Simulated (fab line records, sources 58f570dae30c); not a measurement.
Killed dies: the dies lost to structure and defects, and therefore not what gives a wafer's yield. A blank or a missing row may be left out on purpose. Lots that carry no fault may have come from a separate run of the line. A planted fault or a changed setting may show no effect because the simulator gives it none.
Which of the tools did it? || flow berkeley_cmos170 || Sampling: 14 lots, 42 wafers, 3 of 331 route steps

== WHAT EACH GAUGE READ, for each wafer ==
UCB170_PLDD_CD_MEAS_06: the cd target is 1200 nm. Usual: cd_nm reads 1200.2 nm (standard deviation 1.5).
{"lot": "L742", "measured": "day 6 10:08", "on": "cd_sem-01", "cd_nm (nm)": "1199.9 1199.1 1200.2", "flag": ""}
{"lot": "L743", "measured": "day 7 00:10", "on": "cd_sem-01", "cd_nm (nm)": "1199.8 1200.0 1199.2", "flag": ""}
{"lot": "L744", "measured": "day 7 14:02", "on": "cd_sem-01", "cd_nm (nm)": "1201.4 1202.4 1204.1", "flag": ""}
{"lot": "L748", "measured": "day 7 23:37", "on": "cd_sem-01", "cd_nm (nm)": "1204.2 1203.5 1204.4", "flag": ""}
{"lot": "L747", "measured": "day 7 23:49", "on": "cd_sem-02", "cd_nm (nm)": "1200.7 1200.0 1199.8", "flag": ""}
{"lot": "L749", "measured": "day 8 06:52", "on": "cd_sem-01", "cd_nm (nm)": "1201.2 1202.4 1202.3", "flag": ""}
{"lot": "L754", "measured": "day 9 06:55", "on": "cd_sem-02", "cd_nm (nm)": "1198.9 1198.4 1199.9", "flag": ""}
{"lot": "L755", "measured": "day 9 07:49", "on": "cd_sem-02", "cd_nm (nm)": "1197.8 1199.3 1198.8", "flag": ""}
{"lot": "L757", "measured": "day 10 00:38", "on": "cd_sem-01", "cd_nm (nm)": "1200.7 1201.0 1201.4", "flag": ""}
{"lot": "L759", "measured": "day 9 23:47", "on": "cd_sem-02", "cd_nm (nm)": "1200.3 1198.7 1198.4", "flag": ""}
{"lot": "L760", "measured": "day 9 23:40", "on": "cd_sem-02", "cd_nm (nm)": "1201.4 1200.5 1201.6", "flag": ""}
{"lot": "L761", "measured": "day 10 00:14", "on": "cd_sem-01", "cd_nm (nm)": "1200.1 1199.7 1200.8", "flag": ""}
{"lot": "L762", "measured": "day 10 20:08", "on": "cd_sem-02", "cd_nm (nm)": "1197.7 1197.1 1197.1", "flag": ""}
{"lot": "L763", "measured": "day 10 20:23", "on": "cd_sem-02", "cd_nm (nm)": "1202.4 1200.1 1200.9", "flag": ""}

UCB170_NSD_CD_MEAS_06: the cd target is 1200 nm. Usual: cd_nm reads 1200.5 nm (standard deviation 1.1).
{"lot": "L742", "measured": "day 6 21:50", "on": "cd_sem-01", "cd_nm (nm)": "1201.6 1202.2 1202.8", "flag": ""}
{"lot": "L743", "measured": "day 7 09:55", "on": "cd_sem-02", "cd_nm (nm)": "1202.3 1200.6 1200.9", "flag": ""}
{"lot": "L744", "measured": "day 7 23:20", "on": "cd_sem-01", "cd_nm (nm)": "1200.7 1201.2 1199.7", "flag": ""}
{"lot": "L748", "measured": "day 8 09:14", "on": "cd_sem-01", "cd_nm (nm)": "1199.0 1199.4 1199.1", "flag": ""}
{"lot": "L747", "measured": "day 8 09:07", "on": "cd_sem-02", "cd_nm (nm)": "1201.0 1202.9 1201.0", "flag": ""}
{"lot": "L749", "measured": "day 8 16:40", "on": "cd_sem-02", "cd_nm (nm)": "1200.0 1198.9 1198.7", "flag": ""}
{"lot": "L754", "measured": "day 9 20:39", "on": "cd_sem-01", "cd_nm (nm)": "1200.6 1200.1 1200.0", "flag": ""}
{"lot": "L755", "measured": "day 9 20:56", "on": "cd_sem-02", "cd_nm (nm)": "1201.8 1201.9 1201.8", "flag": ""}
{"lot": "L757", "measured": "day 10 13:47", "on": "cd_sem-02", "cd_nm (nm)": "1199.4 1199.8 1199.9", "flag": ""}
{"lot": "L759", "measured": "day 10 10:59", "on": "cd_sem-02", "cd_nm (nm)": "1202.5 1200.1 1200.9", "flag": ""}
{"lot": "L760", "measured": "day 10 10:46", "on": "cd_sem-02", "cd_nm (nm)": "1199.0 1200.5 1199.1", "flag": ""}
{"lot": "L761", "measured": "day 10 13:40", "on": "cd_sem-01", "cd_nm (nm)": "1198.6 1199.8 1199.3", "flag": ""}
{"lot": "L762", "measured": "day 11 08:19", "on": "cd_sem-01", "cd_nm (nm)": "1200.4 1200.8 1198.8", "flag": ""}
{"lot": "L763", "measured": "day 11 10:19", "on": "cd_sem-02", "cd_nm (nm)": "1201.6 1201.5 1201.2", "flag": ""}

== WHAT TOOL EACH LOT RAN ON (gives the tool, then ch and the chambers of the sampled wafers, and finally the start) ==
{"lot": "L742", "UCB170_ZERO_STRIP_07": "plasma_asher-01 ch 0,1, day 1 22:01"}
{"lot": "L743", "UCB170_ZERO_STRIP_07": "plasma_asher-01 ch 0,1, day 2 03:55"}
{"lot": "L744", "UCB170_ZERO_STRIP_07": "plasma_asher-04 ch 0,1, day 2 13:38"}
{"lot": "L748", "UCB170_ZERO_STRIP_07": "plasma_asher-01 ch 0,1, day 3 05:28"}
{"lot": "L747", "UCB170_ZERO_STRIP_07": "plasma_asher-03 ch 0,1, day 3 05:44"}
{"lot": "L749", "UCB170_ZERO_STRIP_07": "plasma_asher-01 ch 0,1, day 3 12:47"}
{"lot": "L754", "UCB170_ZERO_STRIP_07": "plasma_asher-04 ch 0,1, day 4 15:50"}
{"lot": "L755", "UCB170_ZERO_STRIP_07": "plasma_asher-03 ch 0,1, day 4 20:17"}
{"lot": "L757", "UCB170_ZERO_STRIP_07": "plasma_asher-04 ch 0,1, day 5 04:41"}
{"lot": "L759", "UCB170_ZERO_STRIP_07": "plasma_asher-03 ch 0,1, day 5 15:59"}
{"lot": "L760", "UCB170_ZERO_STRIP_07": "plasma_asher-03 ch 1, day 5 20:06"}
{"lot": "L761", "UCB170_ZERO_STRIP_07": "plasma_asher-03 ch 0,1, day 6 01:10"}
{"lot": "L762", "UCB170_ZERO_STRIP_07": "plasma_asher-03 ch 0,1, day 6 09:33"}
{"lot": "L763", "UCB170_ZERO_STRIP_07": "plasma_asher-04 ch 0,1, day 6 09:34"}
- UCB170_ZERO_STRIP_07: strips in O2.

== AS READ BY THE TOOLS THEMSELVES (means over the sampled wafers that have a number; for cases with no such wafer, the mark the record gives instead) ==
UCB170_ZERO_STRIP_07. Usual: drypump_motor_current_A 5.9 A, standard deviation 0.39; o2_flow_sccm 400.1 sccm, standard deviation 1.2; oes_product_au 0.727 a.u., standard deviation 0.0045; strip_time_to_endpoint_s 21.47 s, standard deviation 0.045.
{"lot": "L742", "tool": "plasma_asher-01", "drypump_motor_current_A (A)": 5.2, "o2_flow_sccm (sccm)": 400.4, "oes_product_au (a.u.)": 0.731, "strip_time_to_endpoint_s (s)": 21.38, "flag": ""}
{"lot": "L743", "tool": "plasma_asher-01", "drypump_motor_current_A (A)": 5.4, "o2_flow_sccm (sccm)": 400.1, "oes_product_au (a.u.)": 0.727, "strip_time_to_endpoint_s (s)": 21.55, "flag": ""}
{"lot": "L744", "tool": "plasma_asher-04", "drypump_motor_current_A (A)": 5.8, "o2_flow_sccm (sccm)": 400.0, "oes_product_au (a.u.)": 0.730, "strip_time_to_endpoint_s (s)": 21.50, "flag": ""}
{"lot": "L748", "tool": "plasma_asher-01", "drypump_motor_current_A (A)": 5.2, "o2_flow_sccm (sccm)": 346.2, "oes_product_au (a.u.)": 0.718, "strip_time_to_endpoint_s (s)": 22.00, "flag": "OFF"}
{"lot": "L747", "tool": "plasma_asher-03", "drypump_motor_current_A (A)": 6.1, "o2_flow_sccm (sccm)": 399.1, "oes_product_au (a.u.)": 0.725, "strip_time_to_endpoint_s (s)": 21.49, "flag": ""}
{"lot": "L749", "tool": "plasma_asher-01", "drypump_motor_current_A (A)": 5.5, "o2_flow_sccm (sccm)": 373.6, "oes_product_au (a.u.)": 0.720, "strip_time_to_endpoint_s (s)": 21.74, "flag": "OFF"}
{"lot": "L754", "tool": "plasma_asher-04", "drypump_motor_current_A (A)": 5.9, "o2_flow_sccm (sccm)": 399.4, "oes_product_au (a.u.)": 0.725, "strip_time_to_endpoint_s (s)": 21.50, "flag": ""}
{"lot": "L755", "tool": "plasma_asher-03", "drypump_motor_current_A (A)": 6.3, "o2_flow_sccm (sccm)": 400.4, "oes_product_au (a.u.)": 0.727, "strip_time_to_endpoint_s (s)": 21.46, "flag": ""}
{"lot": "L757", "tool": "plasma_asher-04", "drypump_motor_current_A (A)": 5.9, "o2_flow_sccm (sccm)": 401.0, "oes_product_au (a.u.)": 0.727, "strip_time_to_endpoint_s (s)": 21.49, "flag": ""}
{"lot": "L759", "tool": "plasma_asher-03", "drypump_motor_current_A (A)": 6.3, "o2_flow_sccm (sccm)": 399.8, "oes_product_au (a.u.)": 0.726, "strip_time_to_endpoint_s (s)": 21.48, "flag": ""}
{"lot": "L760", "tool": "plasma_asher-03", "drypump_motor_current_A (A)": 6.4, "o2_flow_sccm (sccm)": 401.4, "oes_product_au (a.u.)": 0.725, "strip_time_to_endpoint_s (s)": 21.47, "flag": ""}
{"lot": "L761", "tool": "plasma_asher-03", "drypump_motor_current_A (A)": 6.3, "o2_flow_sccm (sccm)": 399.5, "oes_product_au (a.u.)": 0.726, "strip_time_to_endpoint_s (s)": 21.41, "flag": ""}
{"lot": "L762", "tool": "plasma_asher-03", "drypump_motor_current_A (A)": 6.3, "o2_flow_sccm (sccm)": 401.5, "oes_product_au (a.u.)": 0.729, "strip_time_to_endpoint_s (s)": 21.45, "flag": ""}
{"lot": "L763", "tool": "plasma_asher-04", "drypump_motor_current_A (A)": 5.8, "o2_flow_sccm (sccm)": 400.5, "oes_product_au (a.u.)": 0.725, "strip_time_to_endpoint_s (s)": 21.49, "flag": ""}

== THE ANSWER, worked out from the rows above alone ==
Rule: a lot counts as off when the mean over its wafers that have a number is more than 3 standard deviations away from the usual mean. A lot without any number at a reading at which 4 lots or more have one is off too. Any other lot the step has rows for is counted as sound. After the gauges, taken in route order, come the tools' own readings; for these a lot's mean is taken, as printed above. At the first step where some lot is off, the reading lying furthest off is the one used; lots without a number count as furthest.
Off at UCB170_ZERO_STRIP_07 (o2_flow_sccm): L748, L749.
A tool fits if, at that step or a process step before it, it ran every lot that is off, and no sound lot after the first of them. One candidate fits, namely plasma_asher-01 at UCB170_ZERO_STRIP_07. Its last sound lot is L743 (day 2 03:55), its first lot that is off L748 (day 3 05:28): a fault that began between those two fits.
The tool's own readings at UCB170_ZERO_STRIP_07 bear it out: on the lots that are off they differ by more than 5 times the standard deviation of the sound lots' means. o2_flow_sccm reads 359.9 sccm there against 400.3 sccm on the sound lots; strip_time_to_endpoint_s reads 21.87 s there against 21.47 s on the sound lots.

== WHAT THE SIMULATOR HAD INSERTED ==
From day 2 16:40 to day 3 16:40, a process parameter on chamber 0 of plasma_asher-01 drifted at UCB170_ZERO_STRIP_07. A move of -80 in setting o2_flow_sccm, from 400. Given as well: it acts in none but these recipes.
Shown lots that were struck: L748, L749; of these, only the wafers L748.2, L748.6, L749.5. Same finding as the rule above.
